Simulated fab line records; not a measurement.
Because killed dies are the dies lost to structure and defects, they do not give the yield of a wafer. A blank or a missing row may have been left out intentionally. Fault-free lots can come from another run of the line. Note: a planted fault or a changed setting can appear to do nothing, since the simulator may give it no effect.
One fault seen from 2 desks	flow berkeley-cmos170	each desk has only its own numbers; what lay behind them comes last

## AT THE TOOL OWNER'S DESK: pvd-sputter-02
The tool's own readings at UCB170_SILICIDE_SPUTTER_01 (material Ti, target thk 30 nm, time 25 s): means of the sampled wafers that have a number, for each lot that ran on this tool. Marked OUT: a lot whose mean sits more than 4 standard deviations from the usual mean, which makes it out of limits; the brackets give that distance.
Columns: A = throttle-valve-pct at UCB170_SILICIDE_SPUTTER_01, usual 30.3 %
lot	first seen here	A
L894	day 8 09:38	30.8
L903	day 10 07:23	31.5
L905	day 10 15:54	31.4
Result from this desk: across the 3 lots, nothing is out of limits.

## FROM THE METROLOGY DESK
Lot by lot, what the gauges showed, no matter which tool ran the lot: averages of those sampled wafers that carry a number. Marked OUT: a lot whose mean sits more than 4 standard deviations from the usual mean, which makes it out of limits; the brackets give that distance.
Columns: A = NLDD_OVL at UCB170_NLDD_OVL_MEAS_07, usual 1 nm; B = cd-nm at UCB170_PSD_CD_MEAS_06, usual 1200.2 nm; C = PSD_RS at UCB170_SDANNEAL_RS_MEAS_02, usual 75.66 ohm/sq; D = SILICIDE_TI_RS at UCB170_SILICIDE_RS_MEAS_02, usual 26.1 ohm/sq; E = SILICIDE_TI_THK at UCB170_SILICIDE_THK_MEAS_03, usual 29.7 nm
lot	first seen here	A	B	C	D	E
L888	day 6 04:31	-6	1202.4	75.72	26.1	29.6
L890	day 6 14:57	3	1200.4	75.53	25.6	30.1
L892	day 7 09:20	4	1199.3	75.91	26.0	29.8
L893	day 7 09:32	-3	1201.4	75.45	25.9	29.9
L894	day 7 19:25	10	1200.5	75.59	26.1	29.5
L895	day 8 08:11	-1	1198.6	75.49	26.0	29.7
L897	day 8 08:55	-6	1200.7	75.78	26.3	29.6
L899	day 8 17:06	-1	1199.0	75.85	25.9	29.9
L903	day 9 16:20	-2	1199.8	75.96	24.5 (-5.3) OUT	31.7 (+6.2) OUT
L907	day 9 23:34	-4	1201.2	75.39	26.5	29.3
L905	day 10 01:07	4	1201.3	76.21	24.4 (-5.7) OUT	31.8 (+6.5) OUT
L910	day 10 16:15	-1	1200.9	75.76	26.0	29.7
L909	day 10 16:16	11	1197.9	75.95	26.0	30.0
L911	day 11 14:21	1	1199.4	75.46	26.3	29.3
This desk finds L903, L905 out of limits, with the earliest case on L903 at day 10 07:25 (SILICIDE_TI_RS at UCB170_SILICIDE_RS_MEAS_02). L888, L890, L892, L893, L894, L895, L897, L899, L907, L910, L909, L911 stayed within limits.

## TAKEN TOGETHER
An alarm was possible from the metrology desk at day 10 07:25, on L903, L905.
The tool owner's desk saw nothing out of limits.
Tool owner's desk: L903, L905 on record, inside its limits.
The lots listed all ran UCB170_SILICIDE_SPUTTER_01 on pvd-sputter-02.

## WHAT THE SIMULATOR PUT IN
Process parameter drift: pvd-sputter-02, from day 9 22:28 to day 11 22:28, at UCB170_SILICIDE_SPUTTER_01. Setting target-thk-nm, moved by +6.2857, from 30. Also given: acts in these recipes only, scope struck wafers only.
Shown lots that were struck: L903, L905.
Time in hours between the start of the fault and the first out-of-limits reading at each desk: metrology desk, 9.
